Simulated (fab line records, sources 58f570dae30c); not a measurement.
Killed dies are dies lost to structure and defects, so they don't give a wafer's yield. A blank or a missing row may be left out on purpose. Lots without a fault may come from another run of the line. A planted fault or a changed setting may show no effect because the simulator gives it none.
fab line records | flow berkeley_cmos170
record lots=14 wafers=42 last_day=13
route steps=331 shown PSD@183 CONTACT@222 V2@308 M3@330
lots that met no fault: from a run of the same line without faults
start_h: hours from the record's first day to the start of the lot's first wafer shown | wait_h: hours since the lot's step before | " the same as in the row above | L1.1+2: a row that stands for several wafers | - no value, or no start given | * or withheld: withheld | < > ~ a bound
route shown NAME@n: a module of which the file shows steps, and the number in the route of the first | usual: mean/standard deviation of fault-free wafers | same: alike in all rows | chamber/n: place in a boat | sites: the reading at each site | _std_site: their standard deviation | _edge_site: outer sites' mean less inner sites' | radius_mm: how far each site lies from the wafer's centre | mask NAME#n: copy n | behind: the tool/chamber that last shaped the wafer | hold: why the lot was held/for how many hours/how that ended | device: the transistor (n, p or np) that didn't switch | end of line: the same wafers' tests at the end of the route | a step without rows: its recipe alone | killed: dies lost to structure and defects at the first sort, not the wafer's yield | map: a wafer's dies, x killed, . not, _ none there
set.NAME: the setting as run; set.NAME@STEP: as run at that earlier step | model.NAME: the simulator's own value behind a step, which no gauge read
steps of the route over a sample of lots; a table a step, a row a wafer
services: from which hour (start_h, from the record's first day; less than 0 if before it) a tool's chamber was out of use, for how many hours, and why
## steps
# step UCB170_PSD_IMPLANT_08
# recipe species=B dose_cm2=3e+15 energy_kev=20 tilt_deg=7
# usual dose_ions_cm2=2.999e+15/3.1e+12 end_station_pressure_torr=1.25e-05/6.6e-07 faraday_current_uA=9269/180
# columns lot.wafer tool chamber start_h wait_h dose_ions_cm2 end_station_pressure_torr faraday_current_uA
L241.1 implanter-01 0 162.12 0.0 3.003e+15 1.2e-05 9360
L241.2 " 0 " " 2.996e+15 1.15e-05 9274
L241.4 " 0 " " 3.002e+15 1.27e-05 9281
L242.3 implanter-03 0 170.41 0.1 2.999e+15 1.22e-05 9551
L242.4 " 0 " " 2.994e+15 1.41e-05 9564
L242.6 " 0 " " 2.997e+15 1.26e-05 9376
L243.1 implanter-01 0 170.54 0.0 2.999e+15 1.18e-05 9192
L243.3 " 0 " " 2.998e+15 1.24e-05 9376
L243.4 " 0 " " 2.992e+15 1.22e-05 9115
L244.2 implanter-03 0 170.68 0.0 3.001e+15 1.23e-05 9236
L244.3 " 0 " " 2.995e+15 1.21e-05 9186
L244.5 " 0 " " 2.995e+15 1.29e-05 9539
L246.1 implanter-03 0 176.89 0.0 2.999e+15 1.37e-05 9235
L246.3 " 0 " " 2.993e+15 1.27e-05 9158
L246.6 " 0 " " 2.999e+15 1.36e-05 8953
L245.3 implanter-01 0 177.22 0.1 3.003e+15 1.35e-05 8904
L245.4 " 0 " " 2.998e+15 1.17e-05 9210
L245.6 " 0 " " 3.001e+15 1.26e-05 9161
L251.1 implanter-02 0 206.32 0.0 2.999e+15 1.12e-05 9143
L251.2 " 0 " " 2.997e+15 1.18e-05 9471
L251.3 " 0 " " 3e+15 1.18e-05 9375
L253.2 implanter-01 0 214.30 0.0 2.1e+15 9.5e-06 6419
L253.4 " 0 " " 2.1e+15 1e-05 6353
L253.5 " 0 " " 2.096e+15 1.07e-05 6394
L254.3 implanter-02 0 228.16 0.1 3.002e+15 1.25e-05 9155
L254.4 " 0 " " 3.001e+15 1.2e-05 8926
L254.6 " 0 " " 2.999e+15 1.22e-05 9225
L255.2 implanter-01 0 228.86 0.0 2.103e+15 1.01e-05 6497
L255.3 " 0 " " 2.108e+15 1.05e-05 6595
L255.5 " 0 " " 2.095e+15 1.04e-05 6543
L256.3 implanter-03 0 228.91 0.1 2.997e+15 1.24e-05 8992
L256.4 " 0 " " 2.997e+15 1.16e-05 9117
L256.5 " 0 " " 3.004e+15 1.21e-05 9125
L260.4 implanter-03 0 255.49 0.1 2.998e+15 1.24e-05 9310
L260.5 " 0 " " 2.999e+15 1.25e-05 9531
L260.6 " 0 " " 2.997e+15 1.19e-05 9443
L258.2 implanter-02 0 255.71 0.0 2.997e+15 1.2e-05 9446
L258.4 " 0 " " 2.996e+15 1.35e-05 9116
L258.6 " 0 " " 2.997e+15 1.2e-05 8923
L262.2 implanter-03 0 279.42 0.0 2.996e+15 1.26e-05 9321
L262.5 " 0 " " 2.998e+15 1.36e-05 9118
L262.6 " 0 " " 2.999e+15 1.33e-05 9198
# step UCB170_PSD_STRIP_09
# recipe chemistry=O2 power_w=400 pressure_mtorr=3500 platen_temp_c=withheld o2_flow_sccm=400 overash_fraction=0.5
# usual chamber_pressure_mTorr=3500/3.4 drypump_motor_current_A=5.9/0.73 oes_product_au=0.600/0.004 strip_time_to_endpoint_s=29.41/0.064
# columns lot.wafer tool chamber start_h wait_h chamber_pressure_mTorr drypump_motor_current_A oes_product_au rf_hours_counter_h strip_time_to_endpoint_s
L241.1 plasma_asher-02 1 162.27 0.1 3497 4.6 0.607 40 29.37
L241.2 " 0 " " 3498 6.0 0.599 40 29.30
L241.4 " 0 " " 3502 6.0 0.609 - 29.36
L242.3 plasma_asher-04 0 170.55 0.1 3496 6.3 0.605 - 29.36
L242.4 " 1 " " 3496 6.5 0.601 - 29.36
L242.6 " 1 " " 3507 6.5 0.601 - 29.35
L243.1 plasma_asher-02 1 170.69 0.1 3501 4.6 0.601 41 29.46
L243.3 " 1 " " 3505 4.6 0.603 - 29.45
L243.4 " 0 " " 3499 6.0 0.608 - 29.39
L244.2 plasma_asher-04 0 170.81 0.1 3504 6.4 0.602 46 29.53
L244.3 " 1 " " 3502 6.5 0.590 - 29.44
L244.5 " 0 " " 3496 6.4 0.601 - 29.37
L246.1 plasma_asher-01 0 177.04 0.1 3499 6.6 0.601 39 29.38
L246.3 " 1 " " 3499 5.4 0.593 - 29.39
L246.6 " 0 " " 3501 6.6 0.595 - 29.31
L245.3 plasma_asher-02 1 177.35 0.1 3500 4.6 0.602 - 29.47
L245.4 " 0 " " 3500 6.0 0.598 - 29.42
L245.6 " 0 " " 3502 6.0 0.598 - 29.46
L251.1 plasma_asher-01 1 206.47 0.1 3499 5.3 0.596 43 29.51
L251.2 " 0 " " 3501 6.6 0.594 43 29.50
L251.3 " 0 " " 3498 6.6 0.594 - 29.49
L253.2 plasma_asher-01 0 214.42 0.1 3503 6.6 0.653 44 25.67
L253.4 " 1 " " 3501 5.3 0.653 - 25.80
L253.5 " 1 " " 3499 5.4 0.657 - 25.75
L254.3 plasma_asher-04 1 228.29 0.1 3498 6.5 0.601 - 29.36
L254.4 " 0 " " 3506 6.4 0.596 - 29.38
L254.6 " 1 " " 3500 6.6 0.596 - 29.45
L255.2 plasma_asher-04 0 228.98 0.1 3499 6.3 0.656 53 25.92
L255.3 " 0 " " 3496 6.3 0.649 - 25.80
L255.5 " 1 " " 3505 6.5 0.655 - 25.77
L256.3 plasma_asher-01 1 229.05 0.1 3491 5.3 0.601 - 29.35
L256.4 " 0 " " 3501 6.6 0.604 - 29.34
L256.5 " 1 " " 3502 5.4 0.592 - 29.29
L260.4 plasma_asher-02 1 255.59 0.1 3503 4.6 0.602 - 29.48
L260.5 " 1 " " 3504 4.6 0.594 - 29.42
L260.6 " 0 " " 3496 6.0 0.599 - 29.56
L258.2 plasma_asher-01 0 255.84 0.1 3502 6.6 0.609 48 29.43
L258.4 " 1 " " 3499 5.3 0.600 - 29.44
L258.6 " 1 " " 3499 5.3 0.601 - 29.34
L262.2 plasma_asher-01 0 279.54 0.1 3497 6.6 0.601 50 29.48
L262.5 " 0 " " 3504 6.6 0.601 - 29.41
L262.6 " 1 " " 3503 5.4 0.601 - 29.42
# step UCB170_PSD_TW_MEAS_10
# usual PSD_TW=2314/24
# columns lot.wafer tool chamber start_h wait_h PSD_TW
L241.1 film_metro-02 - 162.37 0.1 2377
L241.2 " - " " 2354
L241.4 " - " " 2356
L242.3 film_metro-03 - 170.63 0.1 2287
L242.4 " - " " 2299
L242.6 " - " " 2298
L243.1 film_metro-01 - 170.79 0.1 2320
L243.3 " - " " 2320
L243.4 " - " " 2321
L244.2 film_metro-01 - 170.92 0.1 2332
L244.3 " - " " 2320
L244.5 " - " " 2323
L246.1 film_metro-03 - 177.14 0.1 2286
L246.3 " - " " 2292
L246.6 " - " " 2302
L245.3 film_metro-03 - 177.44 0.1 2293
L245.4 " - " " 2292
L245.6 " - " " 2299
L251.1 film_metro-03 - 206.57 0.1 2304
L251.2 " - " " 2303
L251.3 " - " " 2312
L253.2 film_metro-01 - 214.55 0.1 2086
L253.4 " - " " 2082
L253.5 " - " " 2086
L254.3 film_metro-01 - 228.38 0.1 2319
L254.4 " - " " 2330
L254.6 " - " " 2322
L255.2 film_metro-02 - 229.09 0.1 2121
L255.3 " - " " 2110
L255.5 " - " " 2105
L256.3 film_metro-03 - 229.13 0.1 2277
L256.4 " - " " 2288
L256.5 " - " " 2279
L260.4 film_metro-03 - 255.69 0.1 2301
L260.5 " - " " 2296
L260.6 " - " " 2285
L258.2 film_metro-03 - 255.95 0.1 2304
L258.4 " - " " 2298
L258.6 " - " " 2293
L262.2 film_metro-01 - 279.65 0.1 2312
L262.5 " - " " 2312
L262.6 " - " " 2310
# step UCB170_SDANNEAL_RS_MEAS_02
# recipe thk_meas_gauge=four-point-probe
# usual PSD_RS=75.5/0.33
# columns lot.wafer tool chamber start_h wait_h PSD_RS[ohm/sq]
L241.1 film_metro-01 - 165.09 0.0 75.1
L241.2 " - " " 75.2
L241.4 " - " " 75.3
L242.3 film_metro-03 - 174.51 0.1 76.1
L242.4 " - " " 75.9
L242.6 " - " " 75.8
L244.2 film_metro-02 - 174.69 0.1 74.9
L244.3 " - " " 75.3
L244.5 " - " " 75.4
L243.1 film_metro-03 - 175.58 0.0 75.6
L243.3 " - " " 75.3
L243.4 " - " " 75.6
L245.3 film_metro-01 - 184.14 0.1 75.0
L245.4 " - " " 75.0
L245.6 " - " " 75.3
L246.1 film_metro-03 - 184.35 0.0 75.9
L246.3 " - " " 76.0
L246.6 " - " " 75.5
L251.1 film_metro-01 - 210.67 0.0 74.9
L251.2 " - " " 74.8
L251.3 " - " " 74.6
L253.2 film_metro-03 - 217.46 0.1 96.4
L253.4 " - " " 96.3
L253.5 " - " " 96.6
L255.2 film_metro-02 - 234.41 0.1 96.7
L255.3 " - " " 96.6
L255.5 " - " " 97.2
L254.3 film_metro-03 - 234.43 0.1 75.4
L254.4 " - " " 75.7
L254.6 " - " " 75.7
L256.3 film_metro-01 - 234.56 0.1 75.5
L256.4 " - " " 75.7
L256.5 " - " " 75.8
L260.4 film_metro-02 - 258.49 0.1 75.2
L260.5 " - " " 75.5
L260.6 " - " " 75.7
L258.2 film_metro-01 - 259.34 0.1 75.6
L258.4 " - " " 75.6
L258.6 " - " " 75.7
L262.2 film_metro-02 - 282.81 0.1 75.5
L262.5 " - " " 75.2
L262.6 " - " " 75.6
# step UCB170_CONTACT_STRIP_06
# recipe chemistry=O2 power_w=400 pressure_mtorr=3500 platen_temp_c=withheld o2_flow_sccm=400 overash_fraction=0.5
# usual chamber_pressure_mTorr=3500/3.2 drypump_motor_current_A=6.0/0.56 oes_product_au=0.734/0.0049 strip_time_to_endpoint_s=21.97/0.062
# columns lot.wafer tool chamber start_h wait_h chamber_pressure_mTorr drypump_motor_current_A oes_product_au rf_hours_counter_h strip_time_to_endpoint_s
L241.1 plasma_asher-04 1 169.12 0.1 3501 6.5 0.728 46 22.00
L241.2 " 0 " " 3500 6.3 0.728 46 22.03
L241.4 " 0 " " 3496 6.3 0.733 - 22.01
L242.3 plasma_asher-04 1 179.04 0.1 3500 6.5 0.739 - 21.91
L242.4 " 0 " " 3499 6.4 0.734 - 22.01
L242.6 " 0 " " 3498 6.4 0.726 - 21.94
L244.2 plasma_asher-02 1 179.07 0.1 3502 4.6 0.738 42 21.91
L244.3 " 1 " " 3499 4.6 0.740 - 21.91
L244.5 " 0 " " 3502 6.0 0.726 - 21.90
L243.1 plasma_asher-04 0 181.05 0.1 3501 6.3 0.741 48 22.01
L243.3 " 1 " " 3503 6.5 0.739 - 22.03
L243.4 " 0 " " 3497 6.4 0.737 - 21.95
L246.1 plasma_asher-02 0 187.68 0.1 3505 6.0 0.740 44 21.99
L246.3 " 0 " " 3502 6.0 0.732 - 22.00
L246.6 " 1 " " 3498 4.6 0.720 - 21.92
L245.3 plasma_asher-03 1 188.36 0.1 3501 5.9 0.741 - 22.04
L245.4 " 0 " " 3501 6.1 0.731 - 22.02
L245.6 " 1 " " 3497 5.9 0.729 - 21.96
L251.1 plasma_asher-02 1 214.17 0.1 3507 4.6 0.733 46 22.03
L251.2 " 0 " " 3505 6.0 0.729 46 22.02
L251.3 " 1 " " 3499 4.6 0.734 - 21.95
L253.2 plasma_asher-03 0 220.76 0.1 3495 6.1 0.738 12 22.06
L253.4 " 1 " " 3494 5.8 0.729 - 22.07
L253.5 " 0 " " 3500 6.1 0.737 - 22.02
L254.3 plasma_asher-04 1 237.80 0.1 3502 6.5 0.736 - 21.97
L254.4 " 0 " " 3501 6.4 0.728 - 21.98
L254.6 " 1 " " 3495 6.5 0.723 - 21.88
L255.2 plasma_asher-02 1 238.17 0.1 3501 4.6 0.734 49 21.88
L255.3 " 0 " " 3496 6.0 0.731 - 21.89
L255.5 " 0 " " 3501 6.0 0.729 - 21.95
L256.3 plasma_asher-04 1 239.65 0.1 3502 6.5 0.727 - 21.97
L256.4 " 0 " " 3498 6.4 0.727 - 21.92
L256.5 " 0 " " 3494 6.3 0.736 - 21.96
L260.4 plasma_asher-04 0 262.68 0.1 3500 6.3 0.732 - 21.96
L260.5 " 1 " " 3499 6.5 0.747 - 22.06
L260.6 " 0 " " 3500 6.3 0.735 - 21.99
L258.2 plasma_asher-03 1 266.69 0.1 3503 5.9 0.736 16 21.89
L258.4 " 1 " " 3495 5.9 0.732 - 21.90
L258.6 " 0 " " 3499 6.1 0.732 - 21.85
L262.2 plasma_asher-03 1 287.83 0.1 3503 5.8 0.728 18 21.95
L262.5 " 0 " " 3504 6.1 0.743 - 21.93
L262.6 " 1 " " 3500 5.9 0.735 - 21.90
# step UCB170_V2_CD_MEAS_90
# recipe target_cd_nm=700
# usual cd_nm=699.9/1.4
# columns lot.wafer tool chamber start_h wait_h cd_nm
L241.1 cd_sem-01 - 183.03 0.1 702.0
L241.2 " - " " 700.6
L241.4 " - " " 701.0
L242.3 cd_sem-02 - 195.14 0.1 700.2
L242.4 " - " " 699.9
L242.6 " - " " 698.7
L244.2 cd_sem-02 - 195.95 0.1 700.1
L244.3 " - " " 700.3
L244.5 " - " " 700.3
L243.1 cd_sem-01 - 199.09 0.1 700.6
L243.3 " - " " 700.8
L243.4 " - " " 701.0
L246.1 cd_sem-01 - 204.36 0.1 699.4
L246.3 " - " " 699.4
L246.6 " - " " 699.9
L245.3 cd_sem-01 - 204.54 0.1 698.8
L245.4 " - " " 699.2
L245.6 " - " " 699.0
L251.1 cd_sem-01 - 227.42 0.1 701.8
L251.2 " - " " 702.4
L251.3 " - " " 701.6
L253.2 cd_sem-01 - 235.91 0.1 698.4
L253.4 " - " " 700.4
L253.5 " - " " 700.7
L254.3 cd_sem-02 - 251.82 0.1 698.6
L254.4 " - " " 699.4
L254.6 " - " " 699.1
L255.2 cd_sem-01 - 252.83 0.1 699.5
L255.3 " - " " 701.5
L255.5 " - " " 701.6
L256.3 cd_sem-02 - 254.48 0.1 699.5
L256.4 " - " " 697.3
L256.5 " - " " 696.9
L260.4 cd_sem-02 - 278.23 0.1 700.3
L260.5 " - " " 702.4
L260.6 " - " " 703.1
L258.2 cd_sem-02 - 280.79 0.1 701.1
L258.4 " - " " 701.1
L258.6 " - " " 701.8
L262.2 cd_sem-02 - 300.93 0.1 702.5
L262.5 " - " " 702.8
L262.6 " - " " 702.2
# step UCB170_M3_BOW_MEAS_20
# recipe mode=bow
# usual M3_BOW=35/7.3
# columns lot.wafer tool chamber start_h wait_h M3_BOW[um]
L241.1 film_metro-02 - 186.56 0.1 34
L241.2 " - " " 36
L241.4 " - " " 47
L242.3 film_metro-02 - 198.35 0.1 48
L242.4 " - " " 41
L242.6 " - " " 38
L244.2 film_metro-03 - 199.11 0.1 28
L244.3 " - " " 22
L244.5 " - " " 31
L243.1 film_metro-03 - 203.11 0.1 41
L243.3 " - " " 38
L243.4 " - " " 26
L246.1 film_metro-03 - 207.94 0.1 42
L246.3 " - " " 26
L246.6 " - " " 29
L245.3 film_metro-03 - 209.30 0.1 29
L245.4 " - " " 19
L245.6 " - " " 32
L251.1 film_metro-01 - 230.85 0.1 32
L251.2 " - " " 25
L251.3 " - " " 32
L253.2 film_metro-03 - 238.97 0.1 42
L253.4 " - " " 36
L253.5 " - " " 30
L254.3 film_metro-01 - 254.77 0.1 31
L254.4 " - " " 40
L254.6 " - " " 43
L255.2 film_metro-02 - 255.76 0.1 41
L255.3 " - " " 40
L255.5 " - " " 40
L256.3 film_metro-03 - 257.26 0.1 34
L256.4 " - " " 36
L256.5 " - " " 37
L260.4 film_metro-02 - 281.70 0.1 40
L260.5 " - " " 44
L260.6 " - " " 29
L258.2 film_metro-02 - 283.56 0.1 47
L258.4 " - " " 39
L258.6 " - " " 41
L262.2 film_metro-02 - 303.91 0.1 45
L262.5 " - " " 37
L262.6 " - " " 48
## services
# columns tool chamber start_h hours kind
implanter-02 - 181.15 4.9 pm
implanter-01 - 202.97 0.9 repair
implanter-03 - 242.35 6.2 pm
implanter-03 - 248.55 6.3 pm
plasma_asher-03 - 261.87 0.4 repair
plasma_asher-03 - 280.05 2.8 pm
## key
first_sign step=UCB170_PSD_IMPLANT_08 reading=dose_ions_cm2 direction=down sigmas=99+ usual=2.999e+15 struck=2.1e+15
effect step=UCB170_PSD_IMPLANT_08 reading=faraday_current_uA direction=down sigmas=16 usual=9269 struck=6467
effect step=UCB170_PSD_STRIP_09 reading=strip_time_to_endpoint_s direction=down sigmas=56 usual=* struck=* through=*
effect step=UCB170_PSD_TW_MEAS_10 reading=PSD_TW direction=down sigmas=9.1 usual=2314 struck=2098 through=control_loop
effect step=UCB170_SDANNEAL_RS_MEAS_02 reading=PSD_RS direction=up sigmas=64 usual=75.5 struck=96.6 through=control_loop
met_at UCB170_PSD_IMPLANT_08
struck_lots L253,L255
tester_left_out L253,L255
loop_trim step=UCB170_PSD_EXPOSE_03 setting=dose lots=L253,L255
not_acting_at UCB170_CONTACT_STRIP_06,UCB170_V2_CD_MEAS_90,UCB170_M3_BOW_MEAS_20
onset_between 177.22 214.30
fault kind=process_parameter_drift tool=implanter-01 chamber=- onset_h=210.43 steps=UCB170_PSD_IMPLANT_08 channel=dose_cm2 offset=-9e+14 shape=step end_h=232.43 acts_in=these_recipes_only stated=3e+15
# tester_left_out: of these lots the tester's yield and bins aren't shown, on N5 and GAA mostly nor the transistor test; their killed dies are dies lost to structure and defects alone, not to doping, threshold or leakage, so they don't give the yield
# loop_trim: a control loop set the setting to another value than it would have without faults
